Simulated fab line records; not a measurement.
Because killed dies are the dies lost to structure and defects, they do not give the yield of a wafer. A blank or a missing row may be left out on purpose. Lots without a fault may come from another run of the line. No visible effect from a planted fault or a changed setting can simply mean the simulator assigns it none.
Tool commonality check + flow rit-cmos + 14 lots, 42 wafers sampled

== THE REASON FOR OPENING IT ==
2 of 14 lots carry a flag on the reading PLDD_TW at RIT_PLDD_TW_MEAS_10. Fault-free wafers read 2337, with a standard deviation of 21.
Rule: a lot is flagged when every wafer of it that has a number lies more than 4 standard deviations from that mean, or none has a number. The rest of the lots are taken to be sound.

| lot  | measured    | on            | PLDD_TW, wafer by wafer | flag    |
|------|-------------|---------------|-------------------------|---------|
| L239 | day 3 10:23 | film-metro-04 | 2324 2310 2324          |         |
| L242 | day 3 17:37 | film-metro-03 | 2369 2355 2349          |         |
| L243 | day 4 01:44 | film-metro-03 | 2349 2349 2357          |         |
| L245 | day 4 06:08 | film-metro-02 | 30 30 30                | FLAGGED |
| L246 | day 4 17:10 | film-metro-02 | 30 30 30                | FLAGGED |
| L250 | day 5 12:34 | film-metro-04 | 2305 2304 2325          |         |
| L253 | day 6 01:16 | film-metro-03 | 2362 2364 2368          |         |
| L255 | day 6 12:04 | film-metro-02 | 2331 2328 2337          |         |
| L256 | day 6 15:32 | film-metro-02 | 2332 2328 2333          |         |
| L257 | day 6 22:35 | film-metro-03 | 2380 2372 2365          |         |
| L258 | day 6 23:27 | film-metro-03 | 2377 2363 2362          |         |
| L259 | day 7 01:53 | film-metro-02 | 2338 2332 2324          |         |
| L261 | day 7 14:38 | film-metro-03 | 2361 2357 2366          |         |
| L262 | day 7 20:40 | film-metro-04 | 2306 2308 2317          |         |
The numbers of the flagged lots are 30 on average: -2307 against the usual, or -99 or more standard deviations.

== LOT BY LOT: THE TOOL USED ==
Before the reading, the record contains 4 process steps out of a 202-step route. In each cell: the tool, then ch and the chambers that the sampled wafers went through, then the start.
| lot  | flag    | RIT_ACTIVE_STRIP_14                 | RIT_NWELL_STRIP_09                  | RIT_GATE_STRIP_20                   | RIT_NLDD_STRIP_09                   |
|------|---------|-------------------------------------|-------------------------------------|-------------------------------------|-------------------------------------|
| L239 |         | plasma-asher-03 ch 0,1, day 1 20:01 | plasma-asher-04 ch 0,1, day 2 05:49 | plasma-asher-04 ch 0,1, day 3 02:25 | plasma-asher-04 ch 0,1, day 3 08:39 |
| L242 |         | plasma-asher-02 ch 0,1, day 2 08:19 | plasma-asher-04 ch 0,1, day 2 15:25 | plasma-asher-04 ch 0,1, day 3 10:42 | plasma-asher-04 ch 0,1, day 3 16:01 |
| L243 |         | plasma-asher-03 ch 0,1, day 2 13:14 | plasma-asher-04 ch 0,1, day 2 19:25 | plasma-asher-04 ch 0,1, day 3 18:47 | plasma-asher-03 ch 0,1, day 3 23:56 |
| L245 | FLAGGED | plasma-asher-04 ch 0,1, day 2 21:50 | plasma-asher-01 ch 0,1, day 3 06:00 | plasma-asher-01 ch 0,1, day 3 23:48 | plasma-asher-03 ch 0,1, day 4 04:28 |
| L246 | FLAGGED | plasma-asher-03 ch 0,1, day 3 03:54 | plasma-asher-04 ch 0,1, day 3 13:14 | plasma-asher-04 ch 0,1, day 4 11:05 | plasma-asher-04 ch 0,1, day 4 15:32 |
| L250 |         | plasma-asher-04 ch 1, day 3 21:59   | plasma-asher-02 ch 0,1, day 4 06:47 | plasma-asher-01 ch 0,1, day 5 02:15 | plasma-asher-01 ch 0,1, day 5 10:44 |
| L253 |         | plasma-asher-03 ch 0,1, day 4 12:58 | plasma-asher-04 ch 0,1, day 4 21:53 | plasma-asher-01 ch 0,1, day 5 17:56 | plasma-asher-03 ch 1, day 5 23:31   |
| L255 |         | plasma-asher-04 ch 0, day 5 01:41   | plasma-asher-02 ch 0,1, day 5 12:24 | plasma-asher-02 ch 0,1, day 6 04:17 | plasma-asher-04 ch 0,1, day 6 10:16 |
| L256 |         | plasma-asher-02 ch 0,1, day 5 04:54 | plasma-asher-01 ch 0,1, day 5 13:46 | plasma-asher-01 ch 0,1, day 6 07:05 | plasma-asher-04 ch 0,1, day 6 13:55 |
| L257 |         | plasma-asher-03 ch 0,1, day 5 11:58 | plasma-asher-01 ch 0,1, day 5 19:47 | plasma-asher-04 ch 0,1, day 6 15:05 | plasma-asher-03 ch 0, day 6 20:58   |
| L258 |         | plasma-asher-02 ch 0,1, day 5 16:22 | plasma-asher-02 ch 0,1, day 6 00:10 | plasma-asher-01 ch 0,1, day 6 16:46 | plasma-asher-04 ch 0,1, day 6 21:44 |
| L259 |         | plasma-asher-02 ch 0,1, day 5 19:17 | plasma-asher-01 ch 0,1, day 6 02:38 | plasma-asher-01 ch 0,1, day 6 18:45 | plasma-asher-03 ch 0,1, day 7 00:20 |
| L261 |         | plasma-asher-03 ch 0,1, day 6 05:38 | plasma-asher-02 ch 0,1, day 6 14:20 | plasma-asher-02 ch 0,1, day 7 07:34 | plasma-asher-04 ch 0,1, day 7 12:52 |
| L262 |         | plasma-asher-03 ch 0,1, day 6 13:07 | plasma-asher-04 ch 0,1, day 6 18:59 | plasma-asher-02 ch 0,1, day 7 14:23 | plasma-asher-04 ch 0,1, day 7 18:56 |
What the steps here do:
- RIT_ACTIVE_STRIP_14: strips in O2, time 180 s.
- RIT_NWELL_STRIP_09: strips in O2, time 180 s.
- RIT_GATE_STRIP_20: strips in O2, time 180 s.
- RIT_NLDD_STRIP_09: strips in O2, time 180 s.
- RIT_PLDD_TW_MEAS_10

== FLAGGED AGAINST TOTAL, ONE TOOL AT A TIME (gauges that did the reading follow at the end) ==
| step                | tool            | lots run | flagged | share of the flagged lots | sound lots run after its first flagged lot |
|---------------------|-----------------|----------|---------|---------------------------|--------------------------------------------|
| RIT_ACTIVE_STRIP_14 | plasma-asher-02 | 4        | 0       | none                      | -                                          |
| RIT_ACTIVE_STRIP_14 | plasma-asher-03 | 7        | 1       | some                      | 4 (L253,L257,L261,L262)                    |
| RIT_ACTIVE_STRIP_14 | plasma-asher-04 | 3        | 1       | some                      | 2 (L250,L255)                              |
| RIT_NWELL_STRIP_09  | plasma-asher-01 | 4        | 1       | some                      | 3 (L256,L257,L259)                         |
| RIT_NWELL_STRIP_09  | plasma-asher-02 | 4        | 0       | none                      | -                                          |
| RIT_NWELL_STRIP_09  | plasma-asher-04 | 6        | 1       | some                      | 2 (L253,L262)                              |
| RIT_GATE_STRIP_20   | plasma-asher-01 | 6        | 1       | some                      | 5 (L250,L253,L256,L258,L259)               |
| RIT_GATE_STRIP_20   | plasma-asher-02 | 3        | 0       | none                      | -                                          |
| RIT_GATE_STRIP_20   | plasma-asher-04 | 5        | 1       | some                      | 1 (L257)                                   |
| RIT_NLDD_STRIP_09   | plasma-asher-01 | 1        | 0       | none                      | -                                          |
| RIT_NLDD_STRIP_09   | plasma-asher-03 | 5        | 1       | some                      | 3 (L253,L257,L259)                         |
| RIT_NLDD_STRIP_09   | plasma-asher-04 | 8        | 1       | some                      | 5 (L255,L256,L258,L261,L262)               |
| RIT_PLDD_TW_MEAS_10 | film-metro-02   | 5        | 2       | all                       | 3 (L255,L256,L259)                         |
| RIT_PLDD_TW_MEAS_10 | film-metro-03   | 6        | 0       | none                      | -                                          |
| RIT_PLDD_TW_MEAS_10 | film-metro-04   | 3        | 0       | none                      | -                                          |

== THE TABLE: WHAT IT ALLOWS ==
All flagged lots share 1 row of the table, namely film-metro-02 at RIT_PLDD_TW_MEAS_10.
- film-metro-02 at RIT_PLDD_TW_MEAS_10: 2 of its 5 lots flagged. Lots that were sound ran on it after the first flagged one (L255, L256, L259); a persistent fault on the entire tool would not allow that.
There is no row in the table that ran each flagged lot and no sound lot after the first.

== WHAT THE SIMULATOR HAD PUT IN ==
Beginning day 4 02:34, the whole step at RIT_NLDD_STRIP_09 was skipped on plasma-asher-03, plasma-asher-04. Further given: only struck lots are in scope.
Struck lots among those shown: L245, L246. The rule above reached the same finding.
